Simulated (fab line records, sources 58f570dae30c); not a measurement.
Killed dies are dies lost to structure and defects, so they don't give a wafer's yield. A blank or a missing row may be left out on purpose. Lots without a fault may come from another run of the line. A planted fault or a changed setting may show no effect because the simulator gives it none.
Problem report in the 8D (eight disciplines) form, filled by code | flow berkeley_cmos170 | the parts of the form that need people (team, actions taken, sign-off) are left out

1. THE PROBLEM
cd_nm at UCB170_M1_CD_MEAS_09 reads a mean of 720.0 nm on 6 wafers of 2 lots; wafers without a fault read 699.8 nm with a standard deviation of 1.4. That is +14 standard deviations from the usual mean.
The step: target cd 700 nm.
First seen on wafer L709.4, day 10 10:26, on cd_sem-01. The record holds 42 wafers of 14 lots with a number at this step. Rule for "out", or "out of limits": more than 4 standard deviations from the usual mean. The other wafers with a number count as sound.

2. WHAT IT IS AND WHAT IT IS NOT
question                    | is                     | is not
which readings at this step | cd_nm                  | -
which lots                  | L709, L710             | L693, L694, L696, L698, L699, L700, L701, L702, L703, L705, L707, L711
which wafers of those lots  | all that have a number | -
read on which gauges        | cd_sem-01              | cd_sem-02
when                        | from day 10 10:26      | up to then (33 sound wafers); but 3 sound wafers of L711 came after

3. SUSPECTS, AND WHAT RULES EACH OUT
Counting: a tool at a process step up to the reading stays a suspect if it ran every lot that is out and no sound lot after the first of them.
- the gauge at UCB170_M1_CD_MEAS_09: ruled out. All the wafers that are out were read on cd_sem-01, but those of them that UCB170_M1_PEB_07 has rows for are out there too, on other tools.
- litho_track-02 at UCB170_M1_PEB_07: kept. It ran every lot that is out, first L709 (day 10 10:10), and no sound lot after that; its last sound lot up to then is L707 (day 10 04:43). Its own readings are out on those wafers: heater_power_total_W.
Left after counting: litho_track-02 at UCB170_M1_PEB_07.

4. THE CAUSE (what the simulator had put in)
Process parameter drift: litho_track-02, from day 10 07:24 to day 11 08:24, at UCB170_M1_PEB_07. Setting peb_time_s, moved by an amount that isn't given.
Counting left only this tool.

5. THE CHAIN OF EFFECTS, in route order
Each row: a reading whose mean over the struck wafers that have a number lies more than 3 standard deviations from the usual. Only readings for which the record gives a usual standard deviation are gone through. hours: the time from each lot's start at the first step in this table that gives one to its start at this step, as a median over the lots. sigmas: the change in usual standard deviations.
hours | step                 | reading              | usual    | on struck wafers | change | sigmas
0     | UCB170_M1_PEB_07     | heater_power_total_W | 56.80 W  | 63.08            | +6.28  | +99 or more
0     | UCB170_M1_CD_MEAS_09 | cd_nm                | 699.8 nm | 720.0            | +20.2  | +14
The process steps in it:
- UCB170_M1_PEB_07

6. WHAT WOULD HAVE CAUGHT IT SOONER
In this record the first reading out of limits at a measuring or inspecting step was taken at day 10 10:26, 3 hours after the fault began at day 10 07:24.
The tool's own readings at UCB170_M1_PEB_07 were out on every struck wafer that the step has a row for (heater_power_total_W): an alarm limit on them would have fired on the first of those.
Of the lots that are out (2), L710 began UCB170_M1_PEB_07 on litho_track-02 after day 10 10:26. A hold on the tool at that time would have spared it.
